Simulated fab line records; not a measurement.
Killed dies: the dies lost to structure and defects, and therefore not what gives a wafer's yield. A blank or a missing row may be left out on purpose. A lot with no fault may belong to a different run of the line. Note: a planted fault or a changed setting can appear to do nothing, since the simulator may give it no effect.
Problem report, 8D (eight disciplines) form, completed by code :: flow berkeley-cmos170 :: the parts of the form that need people (team, actions taken, sign-off) are left out

1. PROBLEM STATEMENT
Mean NVT_OVL at UCB170_NVT_OVL_MEAS_06: 497 nm over 12 wafers in 4 lots; fault-free wafers: -5 nm, standard deviation 7.2. Measured from the usual mean, that is +70 standard deviations.
Seen first at day 8 22:33 on overlay-02, wafer L549.1. The record has a number at this step for 48 wafers belonging to 16 lots. Rule for "out" (also "out of limits"): further than 4 standard deviations from the usual mean. The other wafers with a number count as sound.

2. WHAT IT IS, WHAT IT ISN'T
question: which readings at this step
is: NVT_OVL
is not: -

question: which lots
is: L549, L550, L552, L553
is not: L538, L539, L540, L542, L543, L545, L546, L547, L548, L551, L555, L560

question: which wafers of those lots
is: all that have a number
is not: -

question: read on which gauges
is: overlay-01, overlay-02
is not: -

question: when
is: from day 8 22:33
is not: up to then (30 sound wafers); but 6 sound wafers of L555, L560 came after

3. SUSPECTS, AND WHAT RULES EACH OUT
Counting: a tool at a process step up to the reading stays a suspect if it ran every lot that is out and no sound lot after the first of them.
- the gauge at UCB170_NVT_OVL_MEAS_06 is ruled out. Those wafers that are out were read across 2 gauges (overlay-01, overlay-02).
- krf-scanner-01 at UCB170_NVT_EXPOSE_03 (exposes mask PWELL, target cd 3000 nm): kept. It processed each lot that is out, first L549 at day 8 21:57, and no sound lot thereafter; up to then, the last sound lot it processed was L547 at day 8 21:22.
The count leaves krf-scanner-01 at UCB170_NVT_EXPOSE_03.

4. THE CAUSE (what the simulator had put in)
Scanner matching overlay: krf-scanner-01, from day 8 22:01 on, at UCB170_NVT_EXPOSE_03. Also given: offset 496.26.
This tool alone remained once counting was done.

5. SEQUENCE OF EFFECTS, ordered by route
Each row: a reading where the mean over the struck wafers with a number is more than 3 standard deviations away from the usual. Only readings whose record carries a usual standard deviation are examined. hours: median over the lots of the time between each lot's start at the first step of this table that gives one and its start at this step. sigmas: the change, counted in usual standard deviations.
hours: 0
step: UCB170_NVT_OVL_MEAS_06
reading: NVT_OVL
usual: -5 nm
on struck wafers: 497
change: +502
sigmas: +70
Later measuring or inspecting steps at which every struck wafer that the step has a row for has a number for every such reading, and none has moved that far: UCB170_GATE_OVL_MEAS_13.

6. HOW IT WOULD HAVE BEEN CAUGHT EARLIER
In this record the first reading out of limits at a measuring or inspecting step was taken at day 8 22:33, 1 hour after the fault began at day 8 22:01.
L553, from the lots that are out (4), started UCB170_NVT_EXPOSE_03 on krf-scanner-01 later than day 8 22:33. Putting the tool on hold at that point would have spared it.
